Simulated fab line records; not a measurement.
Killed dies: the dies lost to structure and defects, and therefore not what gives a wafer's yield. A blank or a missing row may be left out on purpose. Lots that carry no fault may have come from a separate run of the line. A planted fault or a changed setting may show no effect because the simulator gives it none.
The tool behind it: which one? | flow rit cmos | 42 wafers from 14 lots sampled at 2 of the route's 202 steps

== WHAT EACH GAUGE READ, for each wafer ==
The record holds no reading of a measuring or inspecting step that can be judged against a usual standard deviation.

== WHAT TOOL EACH LOT RAN ON (gives the tool, then ch and the chambers of the sampled wafers, and finally the start) ==
lot  | RIT_GATE_DEVELOP_15              | RIT_M1_PROBE_99
L227 | litho track-04 ch 0, day 2 17:00 | -
L228 | litho track-03 ch 0, day 3 01:00 | -
L229 | litho track-01 ch 0, day 3 05:00 | -
L230 | litho track-03 ch 0, day 3 10:00 | -
L231 | litho track-04 ch 0, day 3 15:00 | -
L232 | litho track-03 ch 0, day 3 20:00 | -
L233 | litho track-04 ch 0, day 4 05:00 | -
L234 | litho track-04 ch 0, day 4 07:00 | -
L236 | litho track-04 ch 0, day 4 22:00 | prober-01, day 5 19:00
L237 | litho track-04 ch 0, day 5 02:00 | prober-02, day 6 00:01
L239 | litho track-03 ch 0, day 5 10:00 | -
L245 | litho track-01 ch 0, day 6 13:00 | -
L248 | litho track-01 ch 0, day 7 05:00 | -
L249 | litho track-01 ch 0, day 7 09:00 | -
- RIT_GATE_DEVELOP_15: develop time 50 s.
- RIT_M1_PROBE_99

== AS READ BY THE TOOLS THEMSELVES (means over the sampled wafers that have a number; for cases with no such wafer, the mark the record gives instead) ==
RIT_GATE_DEVELOP_15. Usual: developer temp C at 23.01 C, with a standard deviation of 0.1.
lot  | tool           | developer temp C (C) | flag
L227 | litho track-04 | 22.89                |
L228 | litho track-03 | 23.10                |
L229 | litho track-01 | 23.11                |
L230 | litho track-03 | 22.90                |
L231 | litho track-04 | 23.00                |
L232 | litho track-03 | 22.89                |
L233 | litho track-04 | 23.10                |
L234 | litho track-04 | 23.00                |
L236 | litho track-04 | 20.77                | OFF
L237 | litho track-04 | 20.77                | OFF
L239 | litho track-03 | 23.06                |
L245 | litho track-01 | 23.04                |
L248 | litho track-01 | 23.02                |
L249 | litho track-01 | 23.00                |

RIT_M1_PROBE_99. Usual: killed at contacts 0.1, standard deviation 0.34; killed at front end 6.6, standard deviation 2.7; killed dies 6.7, standard deviation 2.7; killed open 3.5, standard deviation 1.9; killed short 3.1, standard deviation 1.8.
lot  | tool      | killed at contacts | killed at front end | killed dies | killed open | killed short | flag
L236 | prober-01 | 0.0                | 9.0                 | 9.0         | 3.3         | 2.3          |
L237 | prober-02 | 0.0                | 8.7                 | 8.7         | 2.7         | 3.3          |

== THE ANSWER, worked out from the rows above alone ==
Rule: a lot is off if the mean of its wafers that have a number lies more than 3 standard deviations from the usual mean. A lot without any number at a reading at which 4 lots or more have one is off too. All remaining lots with rows at the step are treated as sound. First the gauges in route order, then the tools' own readings, where a lot's mean is used as printed above. At the first step where some lot is off, the reading lying furthest off is the one used; lots without a number count as furthest.
Off at RIT_GATE_DEVELOP_15 (developer temp C): L236, L237.
If a tool, at that step or one of the process steps before it, ran each lot that is off and ran no sound lot following the first of them, it fits. One fits: litho track-04 at RIT_GATE_DEVELOP_15. A fault onset in the window from L234 (day 4 07:00, its last sound lot) to L236 (day 4 22:00, its first lot off) fits.
On the lots that are off, the tool's own readings at RIT_GATE_DEVELOP_15 differ by more than 5 times the standard deviation of the sound lots' means, which bears it out; developer temp C reads 20.77 C there versus 23.01 C on the sound lots.

== WHAT THE SIMULATOR HAD PUT IN ==
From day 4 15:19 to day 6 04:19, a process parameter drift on litho track-04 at RIT_GATE_DEVELOP_15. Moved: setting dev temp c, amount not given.
Lots struck among those shown: L236, L237. The rule above found the same.
